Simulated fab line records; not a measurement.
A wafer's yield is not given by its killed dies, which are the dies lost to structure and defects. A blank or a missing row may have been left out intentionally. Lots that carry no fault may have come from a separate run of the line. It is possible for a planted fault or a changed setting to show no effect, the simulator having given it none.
fab line records / flow rit-cmos
record: lots: 14 wafers: 42 last-day: 8
route steps=202 shown ACTIVE@2 NWELL@34 GATE@97 M1@202
lots untouched by any fault: they come from a run of this same line in which no faults occurred
start-h: hours from the record's opening day to when the first of the lot's shown wafers began / wait-h: how many hours have passed since the lot's step before this one / " the same as in the row above / L1.1+2: one row covering several wafers at once / - no value, or no start given / * or withheld: withheld / < > ~ a bound
route shown NAME@n: a module of which the file shows steps, and the number in the route of the first / usual: the fault-free wafers' mean and standard deviation / same: alike in all rows / chamber/n: place in a boat / sites: readings site by site / _std_site: the standard deviation of these / _edge_site: mean of outer sites minus mean of inner sites / radius-mm: for every site, how far away it sits from the centre of the wafer / mask NAME#n: copy n / behind: the most recent tool/chamber to have shaped the wafer / hold: why the lot went on hold/how many hours it stayed there/how the hold came to an end / device: the n, p or np transistor that did not switch / end of line: the same wafers' tests at the end of the route / a step without rows: its recipe alone / killed: dies that structure and defects cost at the first sort, which is not the same as the wafer's yield / map: shows each die of a wafer: x if killed, . if not, _ if none is there
set.NAME: the setting that was run; set.NAME@STEP: the one run at that earlier step / model.NAME: the simulator's own value behind a step, which no gauge read
a sample of lots followed through the steps of the route, with each step as a table and each wafer as a row
services: the hour from which a tool's chamber was out of use, counted from the record's first day as start-h (under 0 if before that day), plus the number of hours and why
== steps ==
step: RIT_ACTIVE_OXIDATION_01
recipe: temp-c: 991.7 ambient: O2 target-thk-a: 468 ox-time-s: 3360
lot.wafer=L722.2+5+6 tool=furnace-04 chamber=0 start-h=11.62 wait-h=1.6
lot.wafer=L723.1+3+4 tool=furnace-03 chamber=0 start-h=15.58 wait-h=0.6
lot.wafer=L724.3+5+6 tool=furnace-01 chamber=0 start-h=20.32 wait-h=0.3
lot.wafer=L725.2+5+6 tool=furnace-04 chamber=0 start-h=25.12 wait-h=0.1
lot.wafer=L730.1+5+6 tool=furnace-04 chamber=0 start-h=51.10 wait-h=1.1
lot.wafer=L732.2+5+6 tool=furnace-04 chamber=0 start-h=63.30 wait-h=3.3
lot.wafer=L734.3+4+5 tool=furnace-03 chamber=0 start-h=70.12 wait-h=0.1
lot.wafer=L736.3+4+6 tool=furnace-03 chamber=0 start-h=80.84 wait-h=0.8
lot.wafer=L739.2+3+6 tool=furnace-03 chamber=0 start-h=95.98 wait-h=0.9
lot.wafer=L740.2+5+6 tool=furnace-03 chamber=0 start-h=102.96 wait-h=2.9
lot.wafer=L742.1+2+6 tool=furnace-03 chamber=0 start-h=111.29 wait-h=1.3
lot.wafer=L743.4+5+6 tool=furnace-01 chamber=0 start-h=115.82 wait-h=0.7
lot.wafer=L744.2+3+5 tool=furnace-01 chamber=0 start-h=120.38 wait-h=0.3
lot.wafer=L745.2+3+5 tool=furnace-03 chamber=0 start-h=126.54 wait-h=1.5
step: RIT_ACTIVE_THK_MEAS_02
recipe: reads: SiO2_of_ACTIVE_OXIDATION_01
usual: ACTIVE_OXIDE_THK: 43.1/0.78
lot.wafer=L722.2 tool=film-metro-02 chamber=- start-h=13.56 wait-h=0.0 ACTIVE_OXIDE_THK[nm]=43.5
lot.wafer=L722.5 tool=film-metro-02 chamber=- start-h=13.56 wait-h=0.0 ACTIVE_OXIDE_THK[nm]=43.5
lot.wafer=L722.6 tool=film-metro-02 chamber=- start-h=13.56 wait-h=0.0 ACTIVE_OXIDE_THK[nm]=42.7
lot.wafer=L723.1 tool=film-metro-02 chamber=- start-h=17.51 wait-h=0.0 ACTIVE_OXIDE_THK[nm]=42.4
lot.wafer=L723.3 tool=film-metro-02 chamber=- start-h=17.51 wait-h=0.0 ACTIVE_OXIDE_THK[nm]=41.7
lot.wafer=L723.4 tool=film-metro-02 chamber=- start-h=17.51 wait-h=0.0 ACTIVE_OXIDE_THK[nm]=43.1
lot.wafer=L724.3 tool=film-metro-02 chamber=- start-h=22.27 wait-h=0.0 ACTIVE_OXIDE_THK[nm]=43.2
lot.wafer=L724.5 tool=film-metro-02 chamber=- start-h=22.27 wait-h=0.0 ACTIVE_OXIDE_THK[nm]=43.6
lot.wafer=L724.6 tool=film-metro-02 chamber=- start-h=22.27 wait-h=0.0 ACTIVE_OXIDE_THK[nm]=44.0
lot.wafer=L725.2 tool=film-metro-02 chamber=- start-h=27.06 wait-h=0.0 ACTIVE_OXIDE_THK[nm]=44.0
lot.wafer=L725.5 tool=film-metro-02 chamber=- start-h=27.06 wait-h=0.0 ACTIVE_OXIDE_THK[nm]=44.8
lot.wafer=L725.6 tool=film-metro-02 chamber=- start-h=27.06 wait-h=0.0 ACTIVE_OXIDE_THK[nm]=44.6
lot.wafer=L730.1 tool=film-metro-02 chamber=- start-h=53.03 wait-h=0.0 ACTIVE_OXIDE_THK[nm]=49.6
lot.wafer=L730.5 tool=film-metro-02 chamber=- start-h=53.03 wait-h=0.0 ACTIVE_OXIDE_THK[nm]=49.3
lot.wafer=L730.6 tool=film-metro-02 chamber=- start-h=53.03 wait-h=0.0 ACTIVE_OXIDE_THK[nm]=48.9
lot.wafer=L732.2 tool=film-metro-01 chamber=- start-h=65.25 wait-h=0.0 ACTIVE_OXIDE_THK[nm]=49.6
lot.wafer=L732.5 tool=film-metro-01 chamber=- start-h=65.25 wait-h=0.0 ACTIVE_OXIDE_THK[nm]=49.6
lot.wafer=L732.6 tool=film-metro-01 chamber=- start-h=65.25 wait-h=0.0 ACTIVE_OXIDE_THK[nm]=49.9
lot.wafer=L734.3 tool=film-metro-01 chamber=- start-h=72.07 wait-h=0.0 ACTIVE_OXIDE_THK[nm]=42.7
lot.wafer=L734.4 tool=film-metro-01 chamber=- start-h=72.07 wait-h=0.0 ACTIVE_OXIDE_THK[nm]=42.5
lot.wafer=L734.5 tool=film-metro-01 chamber=- start-h=72.07 wait-h=0.0 ACTIVE_OXIDE_THK[nm]=42.6
lot.wafer=L736.3 tool=film-metro-01 chamber=- start-h=82.79 wait-h=0.0 ACTIVE_OXIDE_THK[nm]=42.6
lot.wafer=L736.4 tool=film-metro-01 chamber=- start-h=82.79 wait-h=0.0 ACTIVE_OXIDE_THK[nm]=42.2
lot.wafer=L736.6 tool=film-metro-01 chamber=- start-h=82.79 wait-h=0.0 ACTIVE_OXIDE_THK[nm]=42.0
lot.wafer=L739.2 tool=film-metro-03 chamber=- start-h=97.92 wait-h=0.0 ACTIVE_OXIDE_THK[nm]=43.6
lot.wafer=L739.3 tool=film-metro-03 chamber=- start-h=97.92 wait-h=0.0 ACTIVE_OXIDE_THK[nm]=43.5
lot.wafer=L739.6 tool=film-metro-03 chamber=- start-h=97.92 wait-h=0.0 ACTIVE_OXIDE_THK[nm]=43.8
lot.wafer=L740.2 tool=film-metro-01 chamber=- start-h=104.90 wait-h=0.0 ACTIVE_OXIDE_THK[nm]=42.0
lot.wafer=L740.5 tool=film-metro-01 chamber=- start-h=104.90 wait-h=0.0 ACTIVE_OXIDE_THK[nm]=42.4
lot.wafer=L740.6 tool=film-metro-01 chamber=- start-h=104.90 wait-h=0.0 ACTIVE_OXIDE_THK[nm]=42.5
lot.wafer=L742.1 tool=film-metro-02 chamber=- start-h=113.22 wait-h=0.0 ACTIVE_OXIDE_THK[nm]=42.5
lot.wafer=L742.2 tool=film-metro-02 chamber=- start-h=113.22 wait-h=0.0 ACTIVE_OXIDE_THK[nm]=43.5
lot.wafer=L742.6 tool=film-metro-02 chamber=- start-h=113.22 wait-h=0.0 ACTIVE_OXIDE_THK[nm]=43.0
lot.wafer=L743.4 tool=film-metro-03 chamber=- start-h=117.78 wait-h=0.0 ACTIVE_OXIDE_THK[nm]=42.3
lot.wafer=L743.5 tool=film-metro-03 chamber=- start-h=117.78 wait-h=0.0 ACTIVE_OXIDE_THK[nm]=43.1
lot.wafer=L743.6 tool=film-metro-03 chamber=- start-h=117.78 wait-h=0.0 ACTIVE_OXIDE_THK[nm]=42.2
lot.wafer=L744.2 tool=film-metro-01 chamber=- start-h=122.33 wait-h=0.0 ACTIVE_OXIDE_THK[nm]=43.2
lot.wafer=L744.3 tool=film-metro-01 chamber=- start-h=122.33 wait-h=0.0 ACTIVE_OXIDE_THK[nm]=44.3
lot.wafer=L744.5 tool=film-metro-01 chamber=- start-h=122.33 wait-h=0.0 ACTIVE_OXIDE_THK[nm]=43.9
lot.wafer=L745.2 tool=film-metro-03 chamber=- start-h=128.48 wait-h=0.0 ACTIVE_OXIDE_THK[nm]=43.0
lot.wafer=L745.3 tool=film-metro-03 chamber=- start-h=128.48 wait-h=0.0 ACTIVE_OXIDE_THK[nm]=42.4
lot.wafer=L745.5 tool=film-metro-03 chamber=- start-h=128.48 wait-h=0.0 ACTIVE_OXIDE_THK[nm]=43.1
step: RIT_NWELL_OVL_MEAS_06
usual: NWELL_OVL: -0.5/1.2
lot.wafer=L722.2 tool=overlay-02 chamber=- start-h=23.48 wait-h=- NWELL_OVL[nm]=-0.8
lot.wafer=L722.5 tool=overlay-02 chamber=- start-h=23.48 wait-h=- NWELL_OVL[nm]=-0.7
lot.wafer=L722.6 tool=overlay-02 chamber=- start-h=23.48 wait-h=- NWELL_OVL[nm]=-2.4
lot.wafer=L723.1 tool=overlay-01 chamber=- start-h=30.31 wait-h=- NWELL_OVL[nm]=1.8
lot.wafer=L723.3 tool=overlay-01 chamber=- start-h=30.31 wait-h=- NWELL_OVL[nm]=2.1
lot.wafer=L723.4 tool=overlay-01 chamber=- start-h=30.31 wait-h=- NWELL_OVL[nm]=1.5
lot.wafer=L724.3 tool=overlay-02 chamber=- start-h=32.77 wait-h=- NWELL_OVL[nm]=-0.7
lot.wafer=L724.5 tool=overlay-02 chamber=- start-h=32.77 wait-h=- NWELL_OVL[nm]=-2.1
lot.wafer=L724.6 tool=overlay-02 chamber=- start-h=32.77 wait-h=- NWELL_OVL[nm]=-2.5
lot.wafer=L725.2 tool=overlay-01 chamber=- start-h=37.68 wait-h=- NWELL_OVL[nm]=-0.2
lot.wafer=L725.5 tool=overlay-01 chamber=- start-h=37.68 wait-h=- NWELL_OVL[nm]=-0.8
lot.wafer=L725.6 tool=overlay-01 chamber=- start-h=37.68 wait-h=- NWELL_OVL[nm]=-1.8
lot.wafer=L730.1 tool=overlay-01 chamber=- start-h=68.56 wait-h=- NWELL_OVL[nm]=0.9
lot.wafer=L730.5 tool=overlay-01 chamber=- start-h=68.56 wait-h=- NWELL_OVL[nm]=-1.0
lot.wafer=L730.6 tool=overlay-01 chamber=- start-h=68.56 wait-h=- NWELL_OVL[nm]=-1.9
lot.wafer=L732.2 tool=overlay-02 chamber=- start-h=76.17 wait-h=- NWELL_OVL[nm]=-0.2
lot.wafer=L732.5 tool=overlay-02 chamber=- start-h=76.17 wait-h=- NWELL_OVL[nm]=1.1
lot.wafer=L732.6 tool=overlay-02 chamber=- start-h=76.17 wait-h=- NWELL_OVL[nm]=-0.5
lot.wafer=L734.3 tool=overlay-02 chamber=- start-h=82.67 wait-h=- NWELL_OVL[nm]=-0.7
lot.wafer=L734.4 tool=overlay-02 chamber=- start-h=82.67 wait-h=- NWELL_OVL[nm]=0.3
lot.wafer=L734.5 tool=overlay-02 chamber=- start-h=82.67 wait-h=- NWELL_OVL[nm]=-1.5
lot.wafer=L736.3 tool=overlay-02 chamber=- start-h=95.79 wait-h=- NWELL_OVL[nm]=-1.1
lot.wafer=L736.4 tool=overlay-02 chamber=- start-h=95.79 wait-h=- NWELL_OVL[nm]=0.0
lot.wafer=L736.6 tool=overlay-02 chamber=- start-h=95.79 wait-h=- NWELL_OVL[nm]=1.3
lot.wafer=L739.2 tool=overlay-01 chamber=- start-h=113.25 wait-h=- NWELL_OVL[nm]=0.3
lot.wafer=L739.3 tool=overlay-01 chamber=- start-h=113.25 wait-h=- NWELL_OVL[nm]=0.4
lot.wafer=L739.6 tool=overlay-01 chamber=- start-h=113.25 wait-h=- NWELL_OVL[nm]=-0.8
lot.wafer=L740.2 tool=overlay-02 chamber=- start-h=116.69 wait-h=- NWELL_OVL[nm]=0.4
lot.wafer=L740.5 tool=overlay-02 chamber=- start-h=116.69 wait-h=- NWELL_OVL[nm]=2.9
lot.wafer=L740.6 tool=overlay-02 chamber=- start-h=116.69 wait-h=- NWELL_OVL[nm]=1.1
lot.wafer=L742.1 tool=overlay-01 chamber=- start-h=124.74 wait-h=- NWELL_OVL[nm]=-1.5
lot.wafer=L742.2 tool=overlay-01 chamber=- start-h=124.74 wait-h=- NWELL_OVL[nm]=-2.5
lot.wafer=L742.6 tool=overlay-01 chamber=- start-h=124.74 wait-h=- NWELL_OVL[nm]=-1.1
lot.wafer=L743.4 tool=overlay-02 chamber=- start-h=134.26 wait-h=- NWELL_OVL[nm]=-0.8
lot.wafer=L743.5 tool=overlay-02 chamber=- start-h=134.26 wait-h=- NWELL_OVL[nm]=-1.3
lot.wafer=L743.6 tool=overlay-02 chamber=- start-h=134.26 wait-h=- NWELL_OVL[nm]=1.8
lot.wafer=L744.2 tool=overlay-02 chamber=- start-h=140.61 wait-h=- NWELL_OVL[nm]=-1.5
lot.wafer=L744.3 tool=overlay-02 chamber=- start-h=140.61 wait-h=- NWELL_OVL[nm]=-0.5
lot.wafer=L744.5 tool=overlay-02 chamber=- start-h=140.61 wait-h=- NWELL_OVL[nm]=-3.2
lot.wafer=L745.2 tool=overlay-01 chamber=- start-h=150.17 wait-h=- NWELL_OVL[nm]=-0.5
lot.wafer=L745.3 tool=overlay-01 chamber=- start-h=150.17 wait-h=- NWELL_OVL[nm]=1.7
lot.wafer=L745.5 tool=overlay-01 chamber=- start-h=150.17 wait-h=- NWELL_OVL[nm]=-0.7
step: RIT_NWELL_STRIP_09
recipe: chemistry: O2 time-s: 180 resist: NOVOLAK platen-temp-c: withheld power-w: 500 pressure-mtorr: 4000 o2-flow-sccm: 4000
usual: chamber-pressure-mTorr: 4000/3.4 drypump-motor-current-A: 5.8/0.41
lot.wafer=L722.2 tool=plasma-asher-02 chamber=0 start-h=23.91 wait-h=0.1 chamber-pressure-mTorr=3999 drypump-motor-current-A=6.1 rf-hours-counter-h=35
lot.wafer=L722.5 tool=plasma-asher-02 chamber=0 start-h=23.91 wait-h=0.1 chamber-pressure-mTorr=4006 drypump-motor-current-A=6.1 rf-hours-counter-h=-
lot.wafer=L722.6 tool=plasma-asher-02 chamber=1 start-h=23.91 wait-h=0.1 chamber-pressure-mTorr=4006 drypump-motor-current-A=6.1 rf-hours-counter-h=-
lot.wafer=L723.1 tool=plasma-asher-03 chamber=0 start-h=30.74 wait-h=0.1 chamber-pressure-mTorr=4002 drypump-motor-current-A=6.2 rf-hours-counter-h=23
lot.wafer=L723.3 tool=plasma-asher-03 chamber=0 start-h=30.74 wait-h=0.1 chamber-pressure-mTorr=4003 drypump-motor-current-A=6.2 rf-hours-counter-h=-
lot.wafer=L723.4 tool=plasma-asher-03 chamber=1 start-h=30.74 wait-h=0.1 chamber-pressure-mTorr=3995 drypump-motor-current-A=5.4 rf-hours-counter-h=-
lot.wafer=L724.3 tool=plasma-asher-04 chamber=0 start-h=33.25 wait-h=0.1 chamber-pressure-mTorr=3993 drypump-motor-current-A=5.1 rf-hours-counter-h=-
lot.wafer=L724.5 tool=plasma-asher-04 chamber=0 start-h=33.25 wait-h=0.1 chamber-pressure-mTorr=4002 drypump-motor-current-A=5.1 rf-hours-counter-h=-
lot.wafer=L724.6 tool=plasma-asher-04 chamber=1 start-h=33.25 wait-h=0.1 chamber-pressure-mTorr=3993 drypump-motor-current-A=6.1 rf-hours-counter-h=-
lot.wafer=L725.2 tool=plasma-asher-02 chamber=1 start-h=38.11 wait-h=0.1 chamber-pressure-mTorr=4002 drypump-motor-current-A=6.1 rf-hours-counter-h=37
lot.wafer=L725.5 tool=plasma-asher-02 chamber=1 start-h=38.11 wait-h=0.1 chamber-pressure-mTorr=4000 drypump-motor-current-A=6.2 rf-hours-counter-h=-
lot.wafer=L725.6 tool=plasma-asher-02 chamber=0 start-h=38.11 wait-h=0.1 chamber-pressure-mTorr=4003 drypump-motor-current-A=6.1 rf-hours-counter-h=-
lot.wafer=L730.1 tool=plasma-asher-04 chamber=0 start-h=69.00 wait-h=0.1 chamber-pressure-mTorr=3996 drypump-motor-current-A=5.1 rf-hours-counter-h=44
lot.wafer=L730.5 tool=plasma-asher-04 chamber=0 start-h=69.00 wait-h=0.1 chamber-pressure-mTorr=3997 drypump-motor-current-A=5.1 rf-hours-counter-h=-
lot.wafer=L730.6 tool=plasma-asher-04 chamber=1 start-h=69.00 wait-h=0.1 chamber-pressure-mTorr=3997 drypump-motor-current-A=6.1 rf-hours-counter-h=-
lot.wafer=L732.2 tool=plasma-asher-03 chamber=0 start-h=76.60 wait-h=0.1 chamber-pressure-mTorr=3996 drypump-motor-current-A=6.2 rf-hours-counter-h=28
lot.wafer=L732.5 tool=plasma-asher-03 chamber=1 start-h=76.60 wait-h=0.1 chamber-pressure-mTorr=4000 drypump-motor-current-A=5.4 rf-hours-counter-h=-
lot.wafer=L732.6 tool=plasma-asher-03 chamber=0 start-h=76.60 wait-h=0.1 chamber-pressure-mTorr=4001 drypump-motor-current-A=6.1 rf-hours-counter-h=-
lot.wafer=L734.3 tool=plasma-asher-03 chamber=1 start-h=83.16 wait-h=0.1 chamber-pressure-mTorr=4005 drypump-motor-current-A=5.4 rf-hours-counter-h=-
lot.wafer=L734.4 tool=plasma-asher-03 chamber=0 start-h=83.16 wait-h=0.1 chamber-pressure-mTorr=4002 drypump-motor-current-A=6.2 rf-hours-counter-h=-
lot.wafer=L734.5 tool=plasma-asher-03 chamber=0 start-h=83.16 wait-h=0.1 chamber-pressure-mTorr=4002 drypump-motor-current-A=6.2 rf-hours-counter-h=-
lot.wafer=L736.3 tool=plasma-asher-04 chamber=1 start-h=96.27 wait-h=0.1 chamber-pressure-mTorr=4002 drypump-motor-current-A=6.2 rf-hours-counter-h=-
lot.wafer=L736.4 tool=plasma-asher-04 chamber=0 start-h=96.27 wait-h=0.1 chamber-pressure-mTorr=4001 drypump-motor-current-A=5.1 rf-hours-counter-h=-
lot.wafer=L736.6 tool=plasma-asher-04 chamber=1 start-h=96.27 wait-h=0.1 chamber-pressure-mTorr=3998 drypump-motor-current-A=6.2 rf-hours-counter-h=-
lot.wafer=L739.2 tool=plasma-asher-03 chamber=0 start-h=113.68 wait-h=0.1 chamber-pressure-mTorr=4005 drypump-motor-current-A=6.1 rf-hours-counter-h=33
lot.wafer=L739.3 tool=plasma-asher-03 chamber=0 start-h=113.68 wait-h=0.1 chamber-pressure-mTorr=3995 drypump-motor-current-A=6.1 rf-hours-counter-h=-
lot.wafer=L739.6 tool=plasma-asher-03 chamber=1 start-h=113.68 wait-h=0.1 chamber-pressure-mTorr=4001 drypump-motor-current-A=5.4 rf-hours-counter-h=-
lot.wafer=L740.2 tool=plasma-asher-03 chamber=1 start-h=117.12 wait-h=0.1 chamber-pressure-mTorr=4002 drypump-motor-current-A=5.4 rf-hours-counter-h=33
lot.wafer=L740.5 tool=plasma-asher-03 chamber=1 start-h=117.12 wait-h=0.1 chamber-pressure-mTorr=4002 drypump-motor-current-A=5.4 rf-hours-counter-h=-
lot.wafer=L740.6 tool=plasma-asher-03 chamber=0 start-h=117.12 wait-h=0.1 chamber-pressure-mTorr=4002 drypump-motor-current-A=6.2 rf-hours-counter-h=-
lot.wafer=L742.1 tool=plasma-asher-02 chamber=1 start-h=125.18 wait-h=0.1 chamber-pressure-mTorr=4001 drypump-motor-current-A=6.2 rf-hours-counter-h=1
lot.wafer=L742.2 tool=plasma-asher-02 chamber=0 start-h=125.18 wait-h=0.1 chamber-pressure-mTorr=4001 drypump-motor-current-A=6.1 rf-hours-counter-h=1
lot.wafer=L742.6 tool=plasma-asher-02 chamber=0 start-h=125.18 wait-h=0.1 chamber-pressure-mTorr=4003 drypump-motor-current-A=6.1 rf-hours-counter-h=-
lot.wafer=L743.4 tool=plasma-asher-04 chamber=0 start-h=134.73 wait-h=0.1 chamber-pressure-mTorr=4000 drypump-motor-current-A=5.1 rf-hours-counter-h=-
lot.wafer=L743.5 tool=plasma-asher-04 chamber=1 start-h=134.73 wait-h=0.1 chamber-pressure-mTorr=4000 drypump-motor-current-A=6.2 rf-hours-counter-h=-
lot.wafer=L743.6 tool=plasma-asher-04 chamber=0 start-h=134.73 wait-h=0.1 chamber-pressure-mTorr=4005 drypump-motor-current-A=5.1 rf-hours-counter-h=-
lot.wafer=L744.2 tool=plasma-asher-03 chamber=0 start-h=141.04 wait-h=0.1 chamber-pressure-mTorr=4004 drypump-motor-current-A=6.2 rf-hours-counter-h=35
lot.wafer=L744.3 tool=plasma-asher-03 chamber=0 start-h=141.04 wait-h=0.1 chamber-pressure-mTorr=4002 drypump-motor-current-A=6.2 rf-hours-counter-h=-
lot.wafer=L744.5 tool=plasma-asher-03 chamber=0 start-h=141.04 wait-h=0.1 chamber-pressure-mTorr=4006 drypump-motor-current-A=6.2 rf-hours-counter-h=-
lot.wafer=L745.2 tool=plasma-asher-03 chamber=0 start-h=150.60 wait-h=0.1 chamber-pressure-mTorr=4003 drypump-motor-current-A=6.2 rf-hours-counter-h=36
lot.wafer=L745.3 tool=plasma-asher-03 chamber=1 start-h=150.60 wait-h=0.1 chamber-pressure-mTorr=3994 drypump-motor-current-A=5.4 rf-hours-counter-h=-
lot.wafer=L745.5 tool=plasma-asher-03 chamber=1 start-h=150.60 wait-h=0.1 chamber-pressure-mTorr=4001 drypump-motor-current-A=5.4 rf-hours-counter-h=-
step: RIT_GATE_CD_MEAS_90
recipe: target-cd-nm: 150
usual: cd-nm: 149.3/1.8
lot.wafer=L722.2 tool=cd-sem-02 chamber=- start-h=42.82 wait-h=0.1 cd-nm=150.5
lot.wafer=L722.5 tool=cd-sem-02 chamber=- start-h=42.82 wait-h=0.1 cd-nm=151.9
lot.wafer=L722.6 tool=cd-sem-02 chamber=- start-h=42.82 wait-h=0.1 cd-nm=151.2
lot.wafer=L723.1 tool=cd-sem-02 chamber=- start-h=50.04 wait-h=0.1 cd-nm=148.4
lot.wafer=L723.3 tool=cd-sem-02 chamber=- start-h=50.04 wait-h=0.1 cd-nm=146.3
lot.wafer=L723.4 tool=cd-sem-02 chamber=- start-h=50.04 wait-h=0.1 cd-nm=147.5
lot.wafer=L724.3 tool=cd-sem-02 chamber=- start-h=51.67 wait-h=0.1 cd-nm=145.8
lot.wafer=L724.5 tool=cd-sem-02 chamber=- start-h=51.67 wait-h=0.1 cd-nm=146.5
lot.wafer=L724.6 tool=cd-sem-02 chamber=- start-h=51.67 wait-h=0.1 cd-nm=146.5
lot.wafer=L725.2 tool=cd-sem-02 chamber=- start-h=59.15 wait-h=0.1 cd-nm=149.1
lot.wafer=L725.5 tool=cd-sem-02 chamber=- start-h=59.15 wait-h=0.1 cd-nm=150.2
lot.wafer=L725.6 tool=cd-sem-02 chamber=- start-h=59.15 wait-h=0.1 cd-nm=149.8
lot.wafer=L730.1 tool=cd-sem-02 chamber=- start-h=87.44 wait-h=0.1 cd-nm=151.0
lot.wafer=L730.5 tool=cd-sem-02 chamber=- start-h=87.44 wait-h=0.1 cd-nm=151.5
lot.wafer=L730.6 tool=cd-sem-02 chamber=- start-h=87.44 wait-h=0.1 cd-nm=152.0
lot.wafer=L732.2 tool=cd-sem-02 chamber=- start-h=97.55 wait-h=0.1 cd-nm=150.1
lot.wafer=L732.5 tool=cd-sem-02 chamber=- start-h=97.55 wait-h=0.1 cd-nm=147.5
lot.wafer=L732.6 tool=cd-sem-02 chamber=- start-h=97.55 wait-h=0.1 cd-nm=149.8
lot.wafer=L734.3 tool=cd-sem-02 chamber=- start-h=102.55 wait-h=0.1 cd-nm=149.6
lot.wafer=L734.4 tool=cd-sem-02 chamber=- start-h=102.55 wait-h=0.1 cd-nm=149.9
lot.wafer=L734.5 tool=cd-sem-02 chamber=- start-h=102.55 wait-h=0.1 cd-nm=148.1
lot.wafer=L736.3 tool=cd-sem-01 chamber=- start-h=121.06 wait-h=0.1 cd-nm=147.9
lot.wafer=L736.4 tool=cd-sem-01 chamber=- start-h=121.06 wait-h=0.1 cd-nm=146.9
lot.wafer=L736.6 tool=cd-sem-01 chamber=- start-h=121.06 wait-h=0.1 cd-nm=144.9
lot.wafer=L740.2 tool=cd-sem-01 chamber=- start-h=140.51 wait-h=0.1 cd-nm=147.4
lot.wafer=L740.5 tool=cd-sem-01 chamber=- start-h=140.51 wait-h=0.1 cd-nm=148.8
lot.wafer=L740.6 tool=cd-sem-01 chamber=- start-h=140.51 wait-h=0.1 cd-nm=149.8
lot.wafer=L739.2 tool=cd-sem-02 chamber=- start-h=140.94 wait-h=0.1 cd-nm=151.0
lot.wafer=L739.3 tool=cd-sem-02 chamber=- start-h=140.94 wait-h=0.1 cd-nm=151.1
lot.wafer=L739.6 tool=cd-sem-02 chamber=- start-h=140.94 wait-h=0.1 cd-nm=151.8
lot.wafer=L742.1 tool=cd-sem-01 chamber=- start-h=148.68 wait-h=0.1 cd-nm=149.9
lot.wafer=L742.2 tool=cd-sem-01 chamber=- start-h=148.68 wait-h=0.1 cd-nm=148.6
lot.wafer=L742.6 tool=cd-sem-01 chamber=- start-h=148.68 wait-h=0.1 cd-nm=147.0
lot.wafer=L743.4 tool=cd-sem-01 chamber=- start-h=158.25 wait-h=0.1 cd-nm=147.4
lot.wafer=L743.5 tool=cd-sem-01 chamber=- start-h=158.25 wait-h=0.1 cd-nm=147.7
lot.wafer=L743.6 tool=cd-sem-01 chamber=- start-h=158.25 wait-h=0.1 cd-nm=148.9
lot.wafer=L744.2 tool=cd-sem-01 chamber=- start-h=163.54 wait-h=0.1 cd-nm=150.3
lot.wafer=L744.3 tool=cd-sem-01 chamber=- start-h=163.54 wait-h=0.1 cd-nm=152.9
lot.wafer=L744.5 tool=cd-sem-01 chamber=- start-h=163.54 wait-h=0.1 cd-nm=148.9
lot.wafer=L745.2 tool=cd-sem-02 chamber=- start-h=174.30 wait-h=0.1 cd-nm=148.8
lot.wafer=L745.3 tool=cd-sem-02 chamber=- start-h=174.30 wait-h=0.1 cd-nm=149.9
lot.wafer=L745.5 tool=cd-sem-02 chamber=- start-h=174.30 wait-h=0.1 cd-nm=149.1
step: RIT_M1_PROBE_99
usual: killed_at_M0_to_M3: 0.0/0.083 killed-at-contacts: 0.0/0.16 killed-at-front-end: 7/3.1 killed-dies: 7/3.1 killed-open: 3.6/2.2 killed-short: 3.4/2.1
same: gross-dies: 264 killed_at_M4_up: 0 killed-at-back-side: 0 killed-at-other: 0
lot.wafer=L739.2 tool=prober-02 chamber=- start-h=162.29 wait-h=0.1 killed_at_M0_to_M3=0 killed-at-contacts=0 killed-at-front-end=3 killed-dies=3 killed-open=0 killed-short=3
lot.wafer=L739.3 tool=prober-02 chamber=- start-h=162.34 wait-h=0.2 killed_at_M0_to_M3=0 killed-at-contacts=0 killed-at-front-end=4 killed-dies=4 killed-open=3 killed-short=1
lot.wafer=L739.6 tool=prober-02 chamber=- start-h=162.49 wait-h=0.2 killed_at_M0_to_M3=0 killed-at-contacts=0 killed-at-front-end=9 killed-dies=9 killed-open=3 killed-short=6
killed by level:class
L739.2 SPACER:geometric-particle:short=3
L739.3 FOX1:geometric-particle:open=2 GATE:geometric-particle:short=1 SPACER:geometric-particle:open=1
L739.6 FOX1:geometric-particle:short=2 GATE:geometric-particle:short=2 FOX2:geometric-particle:short=1 GATE:geometric-particle:open=1 SPACER:geometric-particle:short=1 SPACER:geometric-particle:open=1 SILICIDE:geometric-particle:open=1
== services ==
tool=furnace-01 chamber=- start-h=5.79 hours=4.1 kind=pm
tool=plasma-asher-02 chamber=- start-h=34.74 hours=1.7 kind=repair
tool=plasma-asher-02 chamber=- start-h=68.80 hours=1.6 kind=repair
tool=furnace-04 chamber=- start-h=97.41 hours=6.8 kind=pm
tool=plasma-asher-03 chamber=- start-h=103.58 hours=2.8 kind=pm
tool=plasma-asher-02 chamber=- start-h=108.75 hours=9.0 kind=pm
tool=plasma-asher-02 chamber=0 start-h=108.75 hours=9.0 kind=vent-cycle
tool=plasma-asher-02 chamber=1 start-h=108.75 hours=9.0 kind=vent-cycle
tool=plasma-asher-02 chamber=0 start-h=117.75 hours=- kind=clean
tool=plasma-asher-02 chamber=1 start-h=117.75 hours=- kind=clean
tool=furnace-03 chamber=- start-h=138.93 hours=3.1 kind=pm
tool=furnace-01 chamber=- start-h=143.87 hours=16.0 kind=pm
== key ==
first-sign: step: RIT_ACTIVE_THK_MEAS_02 reading: ACTIVE_OXIDE_THK direction: up sigmas: 8.2 usual: 43.1 struck: 49.5
effect none on later readings
met-at RIT_ACTIVE_OXIDATION_01
struck-lots L730,L732
tester-left-out L730,L732
not-acting-at RIT_NWELL_OVL_MEAS_06,RIT_NWELL_STRIP_09,RIT_GATE_CD_MEAS_90
onset-between 25.12 51.10
fault: kind: process-parameter-drift tool: furnace-04 chamber: - onset-h: 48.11 steps: RIT_ACTIVE_OXIDATION_01 channel: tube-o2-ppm offset: 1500 shape: step end-h: 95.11
tester-left-out: of these lots the tester's yield and bins aren't shown, on N5 and GAA mostly nor the transistor test; their killed dies are dies lost to structure and defects alone, not to doping, threshold or leakage, so they don't give the yield
